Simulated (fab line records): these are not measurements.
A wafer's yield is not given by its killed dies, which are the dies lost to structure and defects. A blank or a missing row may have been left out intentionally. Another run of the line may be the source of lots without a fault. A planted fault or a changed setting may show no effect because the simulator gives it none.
fab line records	flow rit_cmos
record lots=14	wafers=42	last_day=7
route steps=202 shown M1@184
lots that met no fault: taken from a fault-free run of the same line
start_h: hours from the record's opening day to when the first of the lot's shown wafers began	wait_h: hours since the lot's step before	" the same as in the row above	L1.1+2: a single row standing in for several wafers	- no value, or no start given	* or withheld: withheld	< > ~ a bound
route shown NAME@n: names a module that has steps shown in the file, with the first one's number in the route	usual: the fault-free wafers' mean and standard deviation	same: alike in all rows	chamber/n: place in a boat	sites: each site's reading	_std_site: standard deviation of those values	_edge_site: inner sites' mean taken away from outer sites' mean	radius_mm: how far each site lies from the wafer's centre	mask NAME#n: copy n	behind: the most recent tool/chamber to have shaped the wafer	hold: cause of the lot's hold/its duration in hours/its outcome	device: whichever transistor did not switch (one of n, p or np)	end of line: the route-end tests of the same wafers	step lacking rows: just its recipe	killed: dies lost to structure and defects at the first sort, not the wafer's yield	map: shows each die of a wafer: x if killed, . if not, _ if none is there
set.NAME: setting as actually run; set.NAME@STEP: the setting as run at that earlier step	model.NAME: the simulator's own value behind a step, which no gauge read
one table for each step of the route and one row for each wafer, over a sample of lots
services: the hour from which a tool's chamber was out of use, counted from the record's first day as start_h (under 0 if before that day), plus the number of hours and why
## steps
# step RIT_M1_SPUTTER_00
# recipe material=Al	target_thk_nm=400	power_w=2000	chamber_pressure_pa=0.4	gas=Ar	time_s=500	substrate_temp_c=25
# usual throttle_valve_pct=29.8/0.99
lot.wafer	tool	chamber	start_h	wait_h	throttle_valve_pct
L741.1	pvd_sputter-04	-	56.48	0.0	30.2
L741.3	"	-	"	"	29.6
L741.4	"	-	"	"	29.7
L742.2	pvd_sputter-01	-	59.54	0.0	29.5
L742.3	"	-	"	"	28.2
L742.4	"	-	"	"	31.5
L743.1	pvd_sputter-04	-	64.50	0.0	29.7
L743.2	"	-	"	"	29.7
L743.5	"	-	"	"	29.6
L744.2	pvd_sputter-01	-	68.80	0.0	29.0
L744.3	"	-	"	"	28.3
L744.5	"	-	"	"	28.4
L748.2	pvd_sputter-03	-	89.66	0.0	31.0
L748.4	"	-	"	"	31.1
L748.6	"	-	"	"	29.6
L749.2	pvd_sputter-04	-	96.90	0.0	29.6
L749.3	"	-	"	"	30.2
L749.6	"	-	"	"	29.9
L752.1	pvd_sputter-01	-	112.33	0.0	31.4
L752.3	"	-	"	"	28.0
L752.6	"	-	"	"	28.4
L753.1	pvd_sputter-03	-	119.42	0.0	30.7
L753.2	"	-	"	"	29.5
L753.6	"	-	"	"	28.0
L754.2	pvd_sputter-01	-	121.56	0.0	31.7
L754.4	"	-	"	"	29.5
L754.6	"	-	"	"	28.4
L755.1	pvd_sputter-04	-	124.38	0.0	29.6
L755.4	"	-	"	"	30.3
L755.6	"	-	"	"	30.3
L758.1	pvd_sputter-04	-	139.51	0.0	30.2
L758.5	"	-	"	"	30.2
L758.6	"	-	"	"	29.6
L760.2	pvd_sputter-04	-	157.00	0.0	30.2
L760.4	"	-	"	"	30.3
L760.6	"	-	"	"	30.2
L762.2	pvd_sputter-04	-	164.08	0.0	30.2
L762.3	"	-	"	"	30.1
L762.4	"	-	"	"	29.6
L763.1	pvd_sputter-03	-	172.58	0.0	29.6
L763.5	"	-	"	"	29.6
L763.6	"	-	"	"	28.6
# step RIT_M1_RS_MEAS_01
# recipe thk_meas_gauge=four-point-probe	reads=Al_of_M1_SPUTTER_00
# usual M1_AL_RS=0.0735/0.00081
lot.wafer	tool	chamber	start_h	wait_h	hold	M1_AL_RS[ohm/sq]
L741.1	film_metro-01	-	56.78	0.1	-	0.0726
L741.3	"	-	"	"	-	0.0742
L741.4	"	-	"	"	-	0.0734
L742.2	film_metro-04	-	59.85	0.2	-	0.0728
L742.3	"	-	"	"	-	0.0740
L742.4	"	-	"	"	-	0.0740
L743.1	film_metro-04	-	64.81	0.2	-	0.0748
L743.2	"	-	"	"	-	0.0742
L743.5	"	-	"	"	-	0.0753
L744.2	film_metro-01	-	69.11	0.2	-	0.0739
L744.3	"	-	"	"	-	0.0743
L744.5	"	-	"	"	-	0.0747
L748.2	film_metro-02	-	89.97	0.2	-	0.0735
L748.4	"	-	"	"	-	0.0736
L748.6	"	-	"	"	-	0.0740
L749.2	film_metro-02	-	97.22	0.2	-	0.0740
L749.3	"	-	"	"	-	0.0740
L749.6	"	-	"	"	-	0.0736
L752.1	film_metro-01	-	112.62	0.1	await_dispo/0.2h/release	0.0653
L752.3	"	-	"	"	await_dispo/0.2h/release	0.0730
L752.6	"	-	"	"	await_dispo/0.2h/release	0.0722
L752.1	film_metro-01	-	112.91	0.3	-	0.0654
L752.3	"	-	"	"	-	0.0729
L752.6	"	-	"	"	-	0.0723
L753.1	film_metro-01	-	119.71	0.1	-	0.0723
L753.2	"	-	"	"	-	0.0737
L753.6	"	-	"	"	-	0.0731
L754.2	film_metro-02	-	121.88	0.2	await_dispo/0.2h/release	0.0653
L754.4	"	-	"	"	await_dispo/0.2h/release	0.0720
L754.6	"	-	"	"	await_dispo/0.2h/release	0.0726
L754.2	film_metro-02	-	122.16	0.3	-	0.0654
L754.4	"	-	"	"	-	0.0720
L754.6	"	-	"	"	-	0.0728
L755.1	film_metro-04	-	124.67	0.1	-	0.0743
L755.4	"	-	"	"	-	0.0734
L755.6	"	-	"	"	-	0.0731
L758.1	film_metro-01	-	139.81	0.1	-	0.0732
L758.5	"	-	"	"	-	0.0735
L758.6	"	-	"	"	-	0.0738
L760.2	film_metro-04	-	157.32	0.2	-	0.0734
L760.4	"	-	"	"	-	0.0730
L760.6	"	-	"	"	-	0.0738
L762.2	film_metro-04	-	164.39	0.2	-	0.0750
L762.3	"	-	"	"	-	0.0745
L762.4	"	-	"	"	-	0.0745
L763.1	film_metro-01	-	172.87	0.1	-	0.0729
L763.5	"	-	"	"	-	0.0733
L763.6	"	-	"	"	-	0.0731
# step RIT_M1_THK_MEAS_02
# recipe thk_meas_gauge=xrf	reads=Al_of_M1_SPUTTER_00
# usual M1_AL_THK=401/5.6
lot.wafer	tool	chamber	start_h	wait_h	hold	M1_AL_THK[nm]
L741.1	film_metro-01	-	56.90	0.1	-	406
L741.3	"	-	"	"	-	396
L741.4	"	-	"	"	-	402
L742.2	film_metro-04	-	59.96	0.1	-	402
L742.3	"	-	"	"	-	396
L742.4	"	-	"	"	-	397
L743.1	film_metro-04	-	64.93	0.1	-	393
L743.2	"	-	"	"	-	398
L743.5	"	-	"	"	-	393
L744.2	film_metro-01	-	69.22	0.1	-	399
L744.3	"	-	"	"	-	398
L744.5	"	-	"	"	-	393
L748.2	film_metro-02	-	90.08	0.1	-	399
L748.4	"	-	"	"	-	401
L748.6	"	-	"	"	-	395
L749.2	film_metro-02	-	97.33	0.1	-	395
L749.3	"	-	"	"	-	397
L749.6	"	-	"	"	-	398
L752.1	film_metro-01	-	115.92	3.0	await_dispo/0.2h/release	450
L752.3	"	-	"	"	await_dispo/0.2h/release	405
L752.6	"	-	"	"	await_dispo/0.2h/release	412
L752.1	film_metro-01	-	116.14	0.2	-	454
L752.3	"	-	"	"	-	409
L752.6	"	-	"	"	-	410
L753.1	film_metro-01	-	119.83	0.1	-	408
L753.2	"	-	"	"	-	403
L753.6	"	-	"	"	-	406
L755.1	film_metro-04	-	124.79	0.1	-	395
L755.4	"	-	"	"	-	402
L755.6	"	-	"	"	-	403
L754.2	film_metro-02	-	125.96	3.8	await_dispo/0.2h/release	453
L754.4	"	-	"	"	await_dispo/0.2h/release	411
L754.6	"	-	"	"	await_dispo/0.2h/release	407
L754.2	film_metro-02	-	126.18	0.2	-	450
L754.4	"	-	"	"	-	410
L754.6	"	-	"	"	-	405
L758.1	film_metro-01	-	139.93	0.1	-	403
L758.5	"	-	"	"	-	407
L758.6	"	-	"	"	-	402
L760.2	film_metro-04	-	157.43	0.1	-	400
L760.4	"	-	"	"	-	403
L760.6	"	-	"	"	-	397
L762.2	film_metro-04	-	164.50	0.1	-	393
L762.3	"	-	"	"	-	396
L762.4	"	-	"	"	-	393
L763.1	film_metro-01	-	172.99	0.1	-	406
L763.5	"	-	"	"	-	406
L763.6	"	-	"	"	-	407
# step RIT_M1_METAL_ETCH_12
# recipe stop_on=SiO2	chemistry=Cl2/BCl3	target=Al	time_s=165	over_etch_frac=0.5	pressure_mtorr=100	target_depth_a=6000	rf_w=250	Cl2_flow_sccm=60	bcl3_flow_sccm=50
# usual bcl3_flow_sccm=49.99/0.12	drypump_motor_current_A=5.7/0.44	mfc_cl2_sccm=59.98/0.17	oes_product_au=0.769/0.011	throttle_valve_pct=8.24/0.11
lot.wafer	tool	chamber	start_h	wait_h	bcl3_flow_sccm	drypump_motor_current_A	mfc_cl2_sccm	oes_product_au	rf_hours_counter_h	throttle_valve_pct
L741.1	rie_metal-03	1	58.46	0.2	50.01	5.5	59.97	0.777	2	8.26
L741.3	"	0	"	"	50.19	5.4	59.70	0.756	-	8.37
L741.4	"	1	"	"	50.01	5.5	59.80	0.779	-	8.25
L742.2	rie_metal-01	0	61.30	0.2	49.92	5.9	60.04	0.757	1	8.05
L742.3	"	1	"	"	50.04	6.7	60.26	0.754	-	8.14
L742.4	"	0	"	"	49.89	5.8	60.00	0.755	-	8.03
L743.1	rie_metal-04	1	66.41	0.2	49.91	5.5	60.06	0.773	37	8.29
L743.2	"	0	"	"	49.93	5.7	59.91	0.770	37	8.30
L743.5	"	0	"	"	49.81	5.7	59.90	0.763	-	8.30
L744.2	rie_metal-03	0	70.68	0.2	50.15	5.4	60.21	0.758	3	8.38
L744.3	"	0	"	"	49.86	5.3	60.03	0.766	-	8.36
L744.5	"	0	"	"	50.26	5.4	60.03	0.763	-	8.37
L748.2	rie_metal-01	1	91.58	0.2	50.14	6.6	59.72	0.762	1	8.16
L748.4	"	1	"	"	49.84	6.7	60.15	0.762	-	8.17
L748.6	"	1	"	"	50.02	6.6	59.68	0.765	-	8.15
L749.2	rie_metal-04	1	99.12	0.2	49.94	5.5	59.88	0.792	37	8.29
L749.3	"	0	"	"	50.15	5.7	60.02	0.782	-	8.30
L749.6	"	0	"	"	50.08	5.7	60.11	0.784	-	8.29
L752.1	rie_metal-04	0	120.48	0.2	49.91	5.7	60.21	0.832	37	8.28
L752.3	"	0	"	"	50.04	5.7	60.21	0.784	-	8.30
L752.6	"	1	"	"	49.97	5.5	60.05	0.795	-	8.28
L753.1	rie_metal-03	0	121.18	0.2	49.80	5.3	59.83	0.766	3	8.37
L753.2	"	1	"	"	50.20	5.5	59.84	0.776	3	8.26
L753.6	"	1	"	"	50.01	5.5	60.17	0.779	-	8.25
L755.1	rie_metal-04	1	126.26	0.2	49.92	5.5	59.67	0.774	37	8.29
L755.4	"	1	"	"	50.17	5.5	59.86	0.783	-	8.28
L755.6	"	0	"	"	50.01	5.7	59.89	0.792	-	8.31
L754.2	rie_metal-01	1	131.08	0.2	49.86	6.7	59.87	0.827	1	8.13
L754.4	"	1	"	"	49.87	6.7	59.86	0.775	-	8.16
L754.6	"	1	"	"	50.04	6.7	60.30	0.772	-	8.16
L758.1	rie_metal-03	1	141.40	0.2	49.90	5.5	60.00	0.779	3	8.25
L758.5	"	1	"	"	50.25	5.4	59.97	0.769	-	8.24
L758.6	"	0	"	"	50.16	5.3	59.85	0.763	-	8.36
L760.2	rie_metal-04	1	158.88	0.2	50.01	5.5	59.69	0.768	0	8.29
L760.4	"	1	"	"	49.94	5.5	59.91	0.766	-	8.30
L760.6	"	0	"	"	50.12	5.7	59.62	0.788	-	8.31
L762.2	rie_metal-01	1	165.84	0.2	49.91	6.7	60.05	0.759	2	8.16
L762.3	"	1	"	"	49.95	6.7	60.00	0.761	-	8.14
L762.4	"	0	"	"	50.15	5.8	60.28	0.754	-	8.05
L763.1	rie_metal-04	0	174.34	0.2	50.21	5.7	60.23	0.777	0	8.30
L763.5	"	1	"	"	50.04	5.6	59.97	0.768	-	8.29
L763.6	"	0	"	"	49.87	5.7	60.03	0.784	-	8.29
# step RIT_M1_PROBE_99
# usual defect_limited_yield=97.4/1.1	killed_at_contacts=0.1/0.24	killed_at_front_end=6.7/2.9	killed_dies=6.8/2.9	killed_open=3.5/2	killed_short=3.2/1.9	sort_bin_3_pad_short=0.1/0.22	sort_bin_5_function=1.4/0.82	sort_bin_6_memory=1.0/0.64	sort_n_pass=257.2/2.9	sort_yield_pct=97.4/1.1
# same gross_dies=264	killed_at_M0_to_M3=0	killed_at_M4_up=0	killed_at_back_side=0	killed_at_other=0
lot.wafer	tool	chamber	start_h	wait_h	hold	defect_limited_yield[%]	killed_at_contacts	killed_at_front_end	killed_dies	killed_open	killed_short	sort_bin_3_pad_short[%]	sort_bin_5_function[%]	sort_bin_6_memory[%]	sort_n_pass	sort_yield_pct[%]
L741.1	prober-01	-	60.71	0.1	-	97.7	0	6	6	0	6	0.4	1.1	0.8	258.0	97.7
L741.3	prober-01	-	60.81	0.2	-	98.1	1	4	5	3	2	0.4	0.8	0.8	259.0	98.1
L741.4	prober-01	-	60.86	0.2	-	99.6	0	1	1	1	0	0	0.4	0	263.0	99.6
L742.2	prober-02	-	63.60	0.1	-	96.2	0	10	10	2	8	0.4	2.7	0.8	254.0	96.2
L742.3	prober-02	-	63.65	0.2	-	95.8	0	11	11	6	5	0.4	1.1	2.7	253.0	95.8
L742.4	prober-02	-	63.70	0.2	-	97.0	0	8	8	3	5	0	2.3	0.8	256.0	97.0
L743.1	prober-01	-	68.66	0.1	-	97.3	0	7	7	3	3	0	1.9	0.8	257.0	97.3
L743.2	prober-01	-	68.71	0.1	-	98.9	0	3	3	1	2	0	0.8	0.4	261.0	98.9
L743.5	prober-01	-	68.86	0.2	-	96.6	1	8	9	4	5	0.8	1.9	0.8	255.0	96.6
L744.2	prober-02	-	73.16	0.1	-	95.8	0	11	11	5	6	0	3.0	1.1	253.0	95.8
L744.3	prober-02	-	73.21	0.2	-	98.9	0	3	3	2	1	0.4	0.8	0	261.0	98.9
L744.5	prober-02	-	73.31	0.2	-	95.8	0	11	11	8	3	0	3.8	0.4	253.0	95.8
L748.2	prober-02	-	93.88	0.1	-	95.8	0	11	11	8	3	0	2.3	1.9	253.0	95.8
L748.4	prober-02	-	93.98	0.2	-	96.6	0	9	9	4	5	0.4	1.1	1.9	255.0	96.6
L748.6	prober-02	-	94.08	0.2	-	96.2	0	10	10	7	3	0	2.3	1.5	254.0	96.2
L749.2	prober-02	-	101.42	0.1	-	99.6	0	1	1	1	0	0	0	0.4	263.0	99.6
L749.3	prober-02	-	101.47	0.2	-	97.7	0	6	6	6	0	0	0.8	1.5	258.0	97.7
L749.6	prober-02	-	101.62	0.2	-	98.1	0	5	5	3	2	0	0.4	1.5	259.0	98.1
L753.1	prober-01	-	123.43	0.1	-	99.2	0	2	2	1	1	0	0.4	0.4	262.0	99.2
L753.2	prober-01	-	123.48	0.1	-	97.7	0	6	6	2	4	0	1.1	1.1	258.0	97.7
L753.6	prober-01	-	123.68	0.2	-	97.0	0	8	8	6	2	0.4	0.8	1.9	256.0	97.0
L752.1	prober-02	-	126.32	3.4	await_dispo/3.3h/release	96.2	0	10	10	7	3	0	2.3	1.5	254.0	96.2
L752.3	prober-02	-	126.42	3.4	await_dispo/3.3h/release	95.5	0	12	12	6	6	0.8	3.0	0.8	252.0	95.5
L752.6	prober-02	-	126.57	3.5	await_dispo/3.3h/release	95.5	0	12	12	6	6	0.4	1.9	2.3	252.0	95.5
L755.1	prober-01	-	128.52	0.1	-	98.1	0	5	5	3	2	0	1.5	0.4	259.0	98.1
L755.4	prober-01	-	128.67	0.2	-	97.7	0	6	6	2	4	0	1.9	0.4	258.0	97.7
L755.6	prober-01	-	128.77	0.2	-	98.9	0	3	3	0	3	0.4	0.4	0.4	261.0	98.9
L754.2	prober-02	-	135.12	1.6	await_dispo/1.5h/release	96.2	0	10	10	3	7	0	3.0	0.8	254.0	96.2
L754.4	prober-02	-	135.22	1.6	await_dispo/1.5h/release	99.2	0	2	2	0	2	0	0.4	0.4	262.0	99.2
L754.6	prober-02	-	135.32	1.7	await_dispo/1.5h/release	97.7	0	6	6	3	3	0	1.1	1.1	258.0	97.7
L758.1	prober-02	-	143.67	0.1	-	98.9	0	3	3	2	1	0	0.4	0.8	261.0	98.9
L758.5	prober-02	-	143.87	0.2	-	97.3	0	7	7	4	3	0	1.5	1.1	257.0	97.3
L758.6	prober-02	-	143.92	0.2	-	98.1	0	5	5	5	0	0	0.8	1.1	259.0	98.1
L760.2	prober-02	-	161.18	0.1	-	97.7	0	6	6	4	2	0	1.1	1.1	258.0	97.7
L760.4	prober-02	-	161.28	0.2	-	99.2	0	2	2	0	2	0	0.4	0.4	262.0	99.2
L760.6	prober-02	-	161.38	0.2	-	97.3	0	7	7	4	3	0.8	1.5	0.4	257.0	97.3
L762.2	prober-02	-	168.33	0.1	-	96.2	0	10	10	4	5	0.8	1.9	1.1	254.0	96.2
L762.3	prober-02	-	168.38	0.2	-	97.3	0	7	7	2	5	0	1.5	1.1	257.0	97.3
L762.4	prober-02	-	168.43	0.2	-	97.0	0	8	8	5	3	0.4	1.5	1.1	256.0	97.0
L763.1	prober-01	-	176.59	0.1	-	98.9	0	3	3	1	2	0	0.4	0.8	261.0	98.9
L763.5	prober-01	-	176.79	0.2	-	98.9	0	3	3	3	0	0	0.4	0.8	261.0	98.9
L763.6	prober-01	-	176.84	0.2	-	98.5	0	4	4	3	1	0	1.1	0.4	260.0	98.5
# killed by level:class
L741.1 GATE:geometric_particle:short=2 SILICIDE:geometric_particle:short=2 FOX1:geometric_particle:short=1 REOX:geometric_particle:short=1
L741.3 SILICIDE:geometric_particle:open=2 GATE:geometric_particle:short=1 GATE:geometric_particle:open=1 CONTACT:geometric_particle:short=1
L741.4 FOX1:geometric_particle:open=1
L742.2 GATE:geometric_particle:short=2 SPACER:geometric_particle:short=2 SILICIDE:geometric_particle:short=2 FOX1:geometric_particle:short=1 GATE:geometric_particle:open=1 REOX:geometric_particle:short=1 REOX:geometric_particle:open=1
L742.3 GATE:geometric_particle:open=3 GATE:geometric_particle:short=2 REOX:geometric_particle:short=2 FOX1:geometric_particle:open=1 REOX:geometric_particle:open=1 SPACER:geometric_particle:open=1 SPACER:geometric_particle:short=1
L742.4 REOX:geometric_particle:short=3 FOX2:geometric_particle:short=1 GATE:geometric_particle:short=1 REOX:geometric_particle:open=1 SPACER:geometric_particle:open=1 SILICIDE:geometric_particle:open=1
L743.1 GATE:geometric_particle:open=2 GATE:geometric_particle:short=2 FOX2:geometric_particle:short=1 FOX2:geometric_particle:open=1 PWELL:coat_microbubble_printed=1
L743.2 GATE:geometric_particle:short=2 REOX:geometric_particle:open=1
L743.5 SPACER:geometric_particle:short=3 SPACER:geometric_particle:open=2 FOX1:geometric_particle:open=1 GATE:geometric_particle:short=1 REOX:geometric_particle:short=1 CONTACT:geometric_particle:open=1
L744.2 FOX1:geometric_particle:short=2 GATE:geometric_particle:short=2 SILICIDE:geometric_particle:open=2 FOX2:geometric_particle:open=1 FOX2:geometric_particle:short=1 GATE:geometric_particle:open=1 REOX:geometric_particle:short=1 REOX:geometric_particle:open=1
L744.3 FOX2:geometric_particle:open=1 GATE:geometric_particle:short=1 GATE:geometric_particle:open=1
L744.5 FOX1:geometric_particle:open=5 REOX:geometric_particle:open=2 FOX1:geometric_particle:short=1 GATE:geometric_particle:open=1 GATE:geometric_particle:short=1 REOX:geometric_particle:short=1
L748.2 SILICIDE:geometric_particle:open=4 SPACER:geometric_particle:open=2 FOX2:geometric_particle:short=1 GATE:geometric_particle:short=1 GATE:geometric_particle:open=1 REOX:geometric_particle:open=1 SPACER:geometric_particle:short=1
L748.4 GATE:geometric_particle:short=3 FOX2:geometric_particle:open=1 FOX2:geometric_particle:short=1 REOX:geometric_particle:open=1 SPACER:geometric_particle:open=1 SPACER:geometric_particle:short=1 SILICIDE:geometric_particle:open=1
L748.6 GATE:geometric_particle:open=2 SPACER:geometric_particle:open=2 SILICIDE:geometric_particle:open=2 FOX2:geometric_particle:short=1 REOX:geometric_particle:open=1 REOX:geometric_particle:short=1 SPACER:geometric_particle:short=1
L749.2 FOX2:geometric_particle:open=1
L749.3 FOX2:geometric_particle:open=3 SPACER:geometric_particle:open=2 GATE:geometric_particle:open=1
L749.6 SPACER:geometric_particle:open=2 GATE:geometric_particle:short=1 GATE:geometric_particle:open=1 SILICIDE:geometric_particle:short=1
L753.1 REOX:geometric_particle:open=1 REOX:geometric_particle:short=1
L753.2 FOX1:geometric_particle:open=1 FOX2:geometric_particle:short=1 GATE:geometric_particle:short=1 REOX:geometric_particle:short=1 REOX:geometric_particle:open=1 SILICIDE:geometric_particle:short=1
L753.6 GATE:geometric_particle:open=3 GATE:geometric_particle:short=2 FOX1:geometric_particle:open=1 FOX2:geometric_particle:open=1 SILICIDE:geometric_particle:open=1
L752.1 FOX1:geometric_particle:open=3 GATE:geometric_particle:short=2 GATE:geometric_particle:open=2 FOX1:geometric_particle:short=1 REOX:geometric_particle:open=1 SPACER:geometric_particle:open=1
L752.3 GATE:geometric_particle:short=3 FOX1:geometric_particle:open=2 GATE:geometric_particle:open=2 SILICIDE:geometric_particle:short=2 FOX2:geometric_particle:short=1 REOX:geometric_particle:open=1 SILICIDE:geometric_particle:open=1
L752.6 FOX2:geometric_particle:open=3 GATE:geometric_particle:short=2 REOX:geometric_particle:short=2 FOX1:geometric_particle:open=1 FOX2:geometric_particle:short=1 GATE:geometric_particle:open=1 REOX:geometric_particle:open=1 SILICIDE:geometric_particle:short=1
L755.1 SPACER:geometric_particle:open=3 GATE:geometric_particle:short=2
L755.4 FOX2:geometric_particle:short=1 FOX2:geometric_particle:open=1 REOX:geometric_particle:open=1 REOX:geometric_particle:short=1 SPACER:geometric_particle:short=1 SILICIDE:geometric_particle:short=1
L755.6 REOX:geometric_particle:short=2 GATE:geometric_particle:short=1
L754.2 GATE:geometric_particle:short=4 FOX2:geometric_particle:open=2 REOX:geometric_particle:short=2 FOX2:geometric_particle:short=1 REOX:geometric_particle:open=1
L754.4 GATE:geometric_particle:short=1 SPACER:geometric_particle:short=1
L754.6 GATE:geometric_particle:open=2 FOX1:geometric_particle:short=1 GATE:geometric_particle:short=1 REOX:geometric_particle:short=1 REOX:geometric_particle:open=1
L758.1 GATE:geometric_particle:short=1 GATE:geometric_particle:open=1 SPACER:geometric_particle:open=1
L758.5 FOX1:geometric_particle:open=3 GATE:geometric_particle:short=2 FOX2:geometric_particle:short=1 GATE:geometric_particle:open=1
L758.6 FOX1:geometric_particle:open=2 FOX2:geometric_particle:open=1 REOX:geometric_particle:open=1 SILICIDE:geometric_particle:open=1
L760.2 GATE:geometric_particle:open=3 GATE:geometric_particle:short=1 REOX:geometric_particle:short=1 REOX:geometric_particle:open=1
L760.4 GATE:geometric_particle:short=1 SPACER:geometric_particle:short=1
L760.6 GATE:geometric_particle:open=3 GATE:geometric_particle:short=1 REOX:geometric_particle:short=1 SILICIDE:geometric_particle:short=1 SILICIDE:geometric_particle:open=1
L762.2 SILICIDE:geometric_particle:short=3 SPACER:geometric_particle:open=2 FOX1:geometric_particle:open=1 GATE:geometric_particle:short=1 SPACER:geometric_particle:short=1 SILICIDE:geometric_particle:open=1 PLDD:coat_microbubble_printed=1
L762.3 SILICIDE:geometric_particle:short=3 REOX:geometric_particle:short=2 GATE:geometric_particle:open=1 SILICIDE:geometric_particle:open=1
L762.4 SPACER:geometric_particle:open=3 FOX1:geometric_particle:open=1 GATE:geometric_particle:short=1 FOX2:geometric_particle:short=1 REOX:geometric_particle:open=1 SILICIDE:geometric_particle:short=1
L763.1 GATE:geometric_particle:open=1 GATE:geometric_particle:short=1 SILICIDE:geometric_particle:short=1
L763.5 SILICIDE:geometric_particle:open=2 FOX2:geometric_particle:open=1
L763.6 FOX1:geometric_particle:open=1 GATE:geometric_particle:open=1 GATE:geometric_particle:short=1 REOX:geometric_particle:open=1
## services
tool	chamber	start_h	hours	kind
rie_metal-04	-	114.25	2.8	pm
pvd_sputter-01	-	133.75	11.7	repair
rie_metal-04	1	134.47	6.9	repair
rie_metal-04	-	136.12	20.0	pm
rie_metal-04	0	136.12	20.0	vent_cycle
rie_metal-04	1	136.12	20.0	vent_cycle
rie_metal-04	0	156.12	-	clean
rie_metal-04	1	156.12	-	clean
rie_metal-03	1	164.29	8.9	repair
## key
first_sign step=RIT_M1_RS_MEAS_01	reading=visit	direction=added
effect step=RIT_M1_RS_MEAS_01	reading=M1_AL_RS	direction=down	sigmas=10	usual=0.0735	struck=0.0653
effect step=RIT_M1_THK_MEAS_02	reading=visit	direction=added
effect step=RIT_M1_THK_MEAS_02	reading=M1_AL_THK	direction=up	sigmas=9	usual=401	struck=451
effect step=RIT_M1_METAL_ETCH_12	reading=oes_product_au	direction=up	sigmas=5.6	usual=0.769	struck=0.829
met_at RIT_M1_SPUTTER_00
struck_lots L752,L754
struck_wafers L752.1,L754.2
onset_between 59.54 112.33
fault kind=process_parameter_drift	tool=pvd_sputter-01	chamber=-	onset_h=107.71	steps=RIT_M1_SPUTTER_00	channel=target_thk_nm	offset=48	shape=step	end_h=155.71	stated=400	scope=struck_wafers_only
